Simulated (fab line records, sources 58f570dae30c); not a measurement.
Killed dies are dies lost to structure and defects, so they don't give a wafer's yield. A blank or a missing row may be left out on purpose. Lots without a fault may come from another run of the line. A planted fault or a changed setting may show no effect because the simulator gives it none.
Chamber matching | flow berkeley_cmos170 | UCB170_V1_CVD_00 on pecvd-01: 3 sister chambers
The step deposits SiO2 from TEOS/O2, target thk 2000 nm, time 250 s. 16 wafers are shown with their chamber, then 8 later ones without.

WAFERS WITH THEIR CHAMBER
wafer  | chamber | heater_power_w (W)
L216.1 | 2       | 290
L216.2 | 1       | 238
L216.4 | 0       | 298
L218.2 | 1       | 225
L218.5 | 0       | 294
L218.6 | 1       | 267
L219.1 | 1       | 268
L219.2 | 0       | 259
L219.4 | 0       | 207
L225.2 | 2       | 272
L225.3 | 1       | 253
L225.6 | 2       | 217
L230.1 | 0       | 303
L230.2 | 1       | 217
L230.6 | 2       | 301
L232.2 | 0       | 210

SIGNATURES (means of the wafers above)
reading        | chamber 0 | chamber 1 | chamber 2 | scatter within a chamber
heater_power_w | 261.83    | 244.67    | 270.00    | 35.3
Rule: a wafer's distance from a chamber is the root of the sum, over the readings, of the square of ((its reading less the chamber's mean) divided by the reading's scatter). The wafer belongs to the nearest chamber; if the next one is less than 2 further off, it can't be placed. The scatter: the root of (the sum of the squares of (reading less its chamber's mean) over the shown wafers, divided by (wafers less chambers)).

WAFERS WITHOUT THEIR CHAMBER
wafer  | heater_power_w (W)
L232.4 | 290
L232.5 | 190
L236.3 | 247
L236.4 | 218
L236.5 | 295
L237.3 | 305
L237.4 | 292
L237.5 | 211

WHICH CHAMBER EACH WENT THROUGH
wafer  | from the rows above          | in truth
L232.4 | can't be placed: 2 or 0 or 1 | 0
L232.5 | can't be placed: 1 or 0 or 2 | 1
L236.3 | can't be placed: 1 or 0 or 2 | 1
L236.4 | can't be placed: 1 or 0 or 2 | 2
L236.5 | can't be placed: 2 or 0 or 1 | 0
L237.3 | can't be placed: 2 or 0 or 1 | 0
L237.4 | can't be placed: 2 or 0 or 1 | 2
L237.5 | can't be placed: 1 or 0 or 2 | 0
Placed correctly: 0 of 8. Can't be placed from these rows: 8 (the true chamber is among the candidates in 8). Placed wrongly: 0.
